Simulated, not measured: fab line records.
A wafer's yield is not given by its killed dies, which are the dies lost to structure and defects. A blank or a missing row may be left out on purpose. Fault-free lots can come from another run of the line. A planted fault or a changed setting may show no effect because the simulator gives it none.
Comparing a struck lot with a sound one + flow berkeleyCmos170 + 14 steps out of a route of 331
Sound: wafers L874.1, L874.2, L874.5. Wafers struck: L882.4, L882.5, L882.6. The cause comes at the end.
At each step with rows: each side's tool, then ch and its chambers, then its first start. Under that, the readings that differ: sound wafers + struck wafers + difference of the means + sigmas: that difference in standard deviations of wafers without a fault.
alike: readings whose means differ by less than 2 such deviations, and words and numbers that are the same on both sides. not compared: withheld readings, readings that some wafer has no value for, bounds like >300 that may hide the same value, and numbers for which the record gives no deviation and whose values overlap.
A row with sigmas, a row that says differs or no value, or rows on one side alone: a step with any of these is where the two part. Non-overlapping numbers with no deviation appear without sigmas and do not part them. A reading that every wafer of one side lacks parts them only if that side has two wafers or more.

UCB170_PLDD_TW_MEAS_11:
  sound on filmMetro-01 at day 6 17:22; struck on filmMetro-02 at day 8 04:55
  alike: PLDD_TW
then, 7 steps without rows for these wafers: UCB170_PLDD_CLEAN_12 (cleans in SPM, time 600 s); UCB170_NLDD_HMDS_00 (prime time 60 s); UCB170_NLDD_COAT_01 (resist thk 900 nm); UCB170_NLDD_SOFTBAKE_02 (time 60 s); UCB170_NLDD_EXPOSE_03 (exposes mask NSELECT, target cd 1200 nm); UCB170_NLDD_PEB_04; UCB170_NLDD_DEVELOP_05 (develop time 45 s).
UCB170_NLDD_CD_MEAS_06 targets a cd of 1200 nm.
  sound on cdSem-02 at day 6 21:46; struck on cdSem-02 at day 8 06:26
| reading   | sound                | struck               | difference | sigmas |
|-----------|----------------------|----------------------|------------|--------|
| cdNm (nm) | 1198.2 1198.5 1198.4 | 1202.2 1202.0 1202.3 | +3.8       | +3     |
UCB170_NLDD_OVL_MEAS_07:
  sound on overlay-01 at day 6 21:53; struck on overlay-01 at day 8 06:31
  alike: NLDD_OVL
then, 2 steps without rows for these wafers: UCB170_NLDD_IMPLANT_08; UCB170_NLDD_IMPLANT_09.
UCB170_NLDD_STRIP_10: strips in O2.
  sound on plasmaAsher-03 ch 0,1, day 6 22:13; struck on plasmaAsher-03 ch 0,1, day 8 06:52
| reading                              | sound             | struck            | difference                    | sigmas |
|--------------------------------------|-------------------|-------------------|-------------------------------|--------|
| oesProductAu (a.u.)                  | 0.738 0.727 0.725 | 0.983 0.982 0.983 | +0.253                        | +55    |
| stripTimeToEndpointS (s)             | 21.60 21.63 21.56 | - - -             | no value on the struck wafers |        |
| model.KrF_of_NLDD_COAT_01.thkNm (nm) | 0 0 0             | 299.7 299.8 300.3 | +299.9                        |        |
  alike: drypumpMotorCurrentA
  not compared: rfHoursCounterH
UCB170_NLDD_TW_MEAS_11:
  sound on filmMetro-04 at day 6 22:19; struck on filmMetro-01 at day 8 06:58
  alike: NLDD_TW

== WHERE THEY PART ==
At UCB170_NLDD_CD_MEAS_06 first; at UCB170_NLDD_STRIP_10 last (within this record only). Later steps at which nothing parts them and some readings are alike: UCB170_NLDD_TW_MEAS_11.

WHY: whatever the simulator had introduced
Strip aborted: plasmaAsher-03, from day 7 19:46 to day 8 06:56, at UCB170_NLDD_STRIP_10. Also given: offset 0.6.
